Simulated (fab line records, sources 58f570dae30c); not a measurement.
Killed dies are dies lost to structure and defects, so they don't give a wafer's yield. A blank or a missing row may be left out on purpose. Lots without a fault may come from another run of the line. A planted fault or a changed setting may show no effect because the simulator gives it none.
Which tool did it? | flow berkeley_cmos170 | 14 lots, 42 wafers sampled, at 4 steps of a route of 331

WHAT THE GAUGES READ, wafer by wafer
UCB170_START_BOW_MEAS_00.
lot  | measured    | on            | INCOMING_BOW (um)
L734 | day 1 10:00 | film_metro-01 | 0 -7 6
L735 | day 1 15:01 | film_metro-01 | -3 -9 -5
L736 | day 1 20:02 | film_metro-01 | -5 0 0
L737 | day 2 01:00 | film_metro-03 | 1 -12 11
L738 | day 2 06:00 | film_metro-02 | -2 1 2
L739 | day 2 11:01 | film_metro-02 | -2 -5 -2
L742 | day 3 02:00 | film_metro-01 | -5 -1 -4
L743 | day 3 07:02 | film_metro-03 | -3 3 9
L744 | day 3 12:01 | film_metro-03 | 5 -2 -7
L745 | day 3 17:01 | film_metro-01 | -1 7 -9
L747 | day 4 03:00 | film_metro-03 | -9 0 4
L748 | day 4 08:04 | film_metro-03 | 2 2 -4
L755 | day 5 19:00 | film_metro-03 | 1 2 2
L756 | day 6 00:01 | film_metro-03 | -8 2 -2

UCB170_PFIELD_TW_MEAS_09.
lot  | measured    | on            | PFIELD_TW
L734 | day 5 04:14 | film_metro-04 | 592 592 591
L735 | day 5 03:58 | film_metro-04 | 592 589 589
L736 | day 5 20:49 | film_metro-02 | 602 601 603
L737 | day 5 21:10 | film_metro-04 | 591 588 592
L738 | day 5 21:24 | film_metro-03 | 591 590 589
L739 | day 6 05:14 | film_metro-04 | 596 591 596
L742 | day 7 07:15 | film_metro-03 | 588 589 590
L743 | day 7 11:41 | film_metro-04 | 593 598 594
L744 | day 7 12:41 | film_metro-02 | 601 601 600
L745 | day 7 12:16 | film_metro-03 | 587 587 586
L747 | day 7 13:10 | film_metro-03 | 587 590 587
L748 | day 7 13:17 | film_metro-04 | 597 593 594
L755 | day 9 03:05 | film_metro-02 | 596 600 598
L756 | day 9 03:29 | film_metro-02 | 597 598 600

UCB170_FIELD_THK_MEAS_91.
lot  | measured     | on            | FIELD_OXIDE_LEFT_2_THK (nm)
L734 | day 6 23:59  | film_metro-02 | 358 355 345
L735 | day 6 23:26  | film_metro-04 | 360 363 362
L736 | day 7 09:18  | film_metro-01 | 358 360 353
L737 | day 7 09:17  | film_metro-04 | 364 360 358
L738 | day 7 09:17  | film_metro-02 | 348 336 352
L739 | day 7 13:51  | film_metro-04 | 356 351 356
L742 | day 8 17:27  | film_metro-04 | 347 360 348
L743 | day 9 02:36  | film_metro-04 | 352 363 355
L744 | day 9 02:02  | film_metro-04 | 377 384 368
L745 | day 9 02:05  | film_metro-02 | 359 357 354
L747 | day 9 02:53  | film_metro-01 | 380 382 378
L748 | day 9 01:54  | film_metro-04 | 364 378 359
L755 | day 10 21:28 | film_metro-02 | 359 351 357
L756 | day 10 21:32 | film_metro-04 | 358 357 363

WHICH TOOL RAN EACH LOT (tool, then ch and the chambers of the sampled wafers, then the start)
lot  | UCB170_SCREENOX_WET_ETCH_00
L734 | wet_bench-02 ch 2, day 6 10:17
L735 | wet_bench-02 ch 2, day 6 10:17
L736 | wet_bench-01 ch 0, day 6 14:35
L737 | wet_bench-01 ch 1, day 6 14:35
L738 | wet_bench-01 ch 3, day 6 14:35
L739 | wet_bench-01 ch 1, day 7 04:05
L742 | wet_bench-02 ch 0, day 8 04:22
L743 | wet_bench-02 ch 3, day 8 08:32
L744 | wet_bench-02 ch 2, day 8 12:34
L745 | wet_bench-02 ch 2, day 8 08:32
L747 | wet_bench-02 ch 1, day 8 12:34
L748 | wet_bench-02 ch 2, day 8 08:32
L755 | wet_bench-01 ch 3, day 10 03:24
L756 | wet_bench-01 ch 0, day 10 03:24
- UCB170_SCREENOX_WET_ETCH_00: etches SiO2 in dHF, time 200 s.

WHAT THE TOOLS THEMSELVES READ (means of the sampled wafers that have a number; where no wafer has one, the mark that the record gives instead)
UCB170_SCREENOX_WET_ETCH_00.
lot  | tool         | run_length_s (s) | temp_c (C)
L734 | wet_bench-02 | 234.0            | 24.98
L735 | wet_bench-02 | 233.9            | 24.97
L736 | wet_bench-01 | 226.1            | 25.16
L737 | wet_bench-01 | 225.9            | 25.01
L738 | wet_bench-01 | 225.6            | 24.97
L739 | wet_bench-01 | 225.6            | 24.93
L742 | wet_bench-02 | 223.6            | 25.12
L743 | wet_bench-02 | 225.5            | 25.16
L744 | wet_bench-02 | 126.9            | 25.05
L745 | wet_bench-02 | 227.6            | 25.21
L747 | wet_bench-02 | 126.3            | 24.95
L748 | wet_bench-02 | 226.1            | 24.99
L755 | wet_bench-01 | 226.9            | 24.96
L756 | wet_bench-01 | 225.6            | 24.99

THE ANSWER, worked out from the rows above alone
Rule: what is usual is taken from the lots themselves. Put in order of their means at a reading, lots are off if they are a third of the lots or fewer, leave a main group of 4 or more, and stand apart from it by a gap of 3 or more times the standard deviation of the main group's means; of several such gaps the widest counts. A main group whose means are all the same, to the digits that the tables above print for the reading, isn't used. A lot without any number at a reading at which 4 lots or more have one is off too. The other lots that the step has rows for count as sound. The gauges are gone through in route order, then the tools' own readings, and for those a lot's mean is taken as printed above. The first step at which some lot is off is used, and at that step the reading that is off furthest; a lot without a number counts as furthest.
Off: L744, L747, at UCB170_SCREENOX_WET_ETCH_00 (run_length_s). The main group: mean 227.2 s, standard deviation 3.1.
A tool fits if, at that step or a process step before it, it ran every lot that is off, and no sound lot after the first of them. One fits: wet_bench-02 at UCB170_SCREENOX_WET_ETCH_00. Its last sound lot is L743 (day 8 08:32), its first lot that is off L744 (day 8 12:34): a fault that began between those two fits.
The tool's own readings at UCB170_SCREENOX_WET_ETCH_00 bear it out: on the lots that are off they differ by more than 5 times the standard deviation of the sound lots' means. run_length_s reads 126.6 s there against 227.2 s on the sound lots.

WHAT THE SIMULATOR HAD PUT IN
Process parameter drift: wet_bench-02, from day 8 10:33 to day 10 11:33, at UCB170_SCREENOX_WET_ETCH_00. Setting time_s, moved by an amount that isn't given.
Lots struck among those shown: L744, L747. The rule above found the same.
